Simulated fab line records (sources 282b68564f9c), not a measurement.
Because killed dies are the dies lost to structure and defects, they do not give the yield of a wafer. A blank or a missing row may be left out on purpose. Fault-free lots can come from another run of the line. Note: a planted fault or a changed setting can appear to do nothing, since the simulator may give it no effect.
Problem report, 8D (eight disciplines) form, completed by code || flow rit-cmos || the parts of the form that need people (team, actions taken, sign-off) are left out

== 1. THE ISSUE ==
developer-temp-C at RIT_M1_DEVELOP_08 reads a mean of 23.60 C on 6 wafers of 2 lots; wafers without a fault read 22.98 C with a standard deviation of 0.11. That is +5.6 standard deviations from the usual mean.
The step: develop time 68 s.
First seen on wafer L358.1, day 5 03:00, on litho-track-02. Wafers with a number at this step in the record: 42, from 14 lots. Rule for "out", or "out of limits": more than 4 standard deviations from the usual mean. The other wafers with a number count as sound.

== 2. WHAT IT IS, WHAT IT ISN'T ==
{"question": "which readings at this step", "is": "developer-temp-C", "is not": "-"}
{"question": "which lots", "is": "L358, L360", "is not": "L350, L351, L352, L361, L364, L367, L368, L369, L370, L371, L372, L373"}
{"question": "which wafers of those lots", "is": "all that have a number", "is not": "-"}
{"question": "read on which tools", "is": "litho-track-02", "is not": "litho-track-01, litho-track-04"}
{"question": "when", "is": "from day 5 03:00", "is not": "up to then (9 sound wafers); but 27 sound wafers of L361, L364, L367, L368, L369, L370, L371, L372, L373 came after"}

== 3. SUSPECTS, AND WHAT RULES EACH OUT ==
Counting: a tool at any process step up to the reading remains a suspect when it ran all the lots that are out and ran no sound lot after the first of those.
- litho-track-02 at RIT_M1_DEVELOP_08 (develop time 68 s): kept. Every lot that is out went through it, starting with L358 (day 5 03:00), and after that it ran no sound lot; the last sound lot it ran before then is L350 (day 3 11:00). Out on those wafers are its own readings of developer-temp-C.
Left after counting: litho-track-02 at RIT_M1_DEVELOP_08.

== 4. THE CAUSE (what the simulator had put in) ==
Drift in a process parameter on litho-track-02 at RIT_M1_DEVELOP_08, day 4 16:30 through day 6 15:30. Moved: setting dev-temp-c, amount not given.
After counting, this tool was the only one left.

== 5. THE CHAIN OF EFFECTS, in route order ==
Each row: a reading whose mean over the struck wafers that have a number lies more than 3 standard deviations from the usual. Only readings whose record carries a usual standard deviation are examined. hours: median over the lots of the time between each lot's start at the first step of this table that gives one and its start at this step. sigmas: the change, counted in usual standard deviations.
{"hours": 0, "step": "RIT_M1_DEVELOP_08", "reading": "developer-temp-C", "usual": "22.98 C", "on struck wafers": 23.60, "change": "+0.62", "sigmas": "+5.6"}
Its process steps:
- RIT_M1_DEVELOP_08: develop time 68 s.

== 6. HOW IT WOULD HAVE BEEN CAUGHT EARLIER ==
In this record no reading fell out of limits until day 5 03:00, 10 hours after the fault had begun at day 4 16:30.
